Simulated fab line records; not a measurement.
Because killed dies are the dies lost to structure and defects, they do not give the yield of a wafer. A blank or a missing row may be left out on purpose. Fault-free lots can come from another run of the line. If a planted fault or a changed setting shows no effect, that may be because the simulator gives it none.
One fault through the eyes of 2 desks || flow berkeley-cmos170 || numbers are kept per desk, each desk with only its own; the story behind them comes last

== TOOL OWNER'S DESK, plasma-asher-04 ==
The tool's own readings at UCB170_V1_STRIP_15 (strips in O2): means of the sampled wafers that have a number, for each lot that ran on this tool. Any lot whose mean is over 4 standard deviations away from the usual mean is out of limits and marked OUT; that distance is given in the brackets.
Columns: A = chamber-pressure-mTorr at UCB170_V1_STRIP_15, usual 3500.4 mTorr; B = drypump-motor-current-A at UCB170_V1_STRIP_15, usual 5.7 A; C = oes-product-au at UCB170_V1_STRIP_15, usual 0.721 a.u.; D = strip-time-to-endpoint-s at UCB170_V1_STRIP_15, usual 15.29 s
{"lot": "L982", "first seen here": "day 8 03:47", "A": 3501.7, "B": 6.0, "C": 0.717, "D": 15.19}
{"lot": "L992", "first seen here": "day 10 12:53", "A": "5248.9 (+99 or more) OUT", "B": 6.0, "C": 0.725, "D": 15.29}
{"lot": "L995", "first seen here": "day 10 23:08", "A": "5247.2 (+99 or more) OUT", "B": 5.7, "C": 0.720, "D": 15.23}
This desk's verdict: out of limits on L992, L995, starting with L992 at day 10 12:53 (chamber-pressure-mTorr at UCB170_V1_STRIP_15). L982: within limits.

== FROM THE METROLOGY DESK ==
Lot by lot, what the gauges showed, no matter which tool ran the lot: averages of those sampled wafers that carry a number. Any lot whose mean is over 4 standard deviations away from the usual mean is out of limits and marked OUT; that distance is given in the brackets.
Columns: A = NSD_OVL at UCB170_NSD_OVL_MEAS_07, usual 1 nm; B = NSD_TW at UCB170_NSD_TW_MEAS_10, usual 4148; C = NLDD_RS at UCB170_SDANNEAL_RS_MEAS_05, usual 617.0 ohm/sq
{"lot": "L978", "first seen here": "day 7 00:34", "A": 6, "B": 4162, "C": 616.7}
{"lot": "L979", "first seen here": "day 7 02:40", "A": -0, "B": 4163, "C": 616.6}
{"lot": "L983", "first seen here": "day 7 10:16", "A": 4, "B": 4168, "C": 617.3}
{"lot": "L980", "first seen here": "day 7 10:26", "A": -4, "B": 4102, "C": 618.9}
{"lot": "L982", "first seen here": "day 7 10:38", "A": -1, "B": 4114, "C": 617.4}
{"lot": "L981", "first seen here": "day 7 10:55", "A": 7, "B": 4175, "C": 616.9}
{"lot": "L992", "first seen here": "day 9 18:20", "A": 4, "B": 4154, "C": 619.8}
{"lot": "L995", "first seen here": "day 10 05:09", "A": -4, "B": 4115, "C": 619.4}
{"lot": "L997", "first seen here": "day 10 10:05", "A": -4, "B": 4117, "C": 616.4}
{"lot": "L998", "first seen here": "day 11 03:38", "A": 1, "B": 4176, "C": 616.7}
Finding of this desk: none of the 10 lots has anything out of limits.

== PUT TOGETHER ==
At day 10 12:53, on L992, L995, the tool owner's desk was in a position to raise an alarm.
From the metrology desk's view, nothing was out of limits.
The metrology desk holds a record of L992, L995, inside its limits.
All the named lots went through UCB170_V1_STRIP_15 on plasma-asher-04.

== WHAT THE SIMULATOR PUT IN ==
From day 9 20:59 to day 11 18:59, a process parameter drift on plasma-asher-04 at UCB170_V1_STRIP_15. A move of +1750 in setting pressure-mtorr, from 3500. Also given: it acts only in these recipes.
Shown lots that were struck: L992, L995.
Delay in hours, fault start to first out-of-limits reading, by desk: the tool owner's desk at 16.
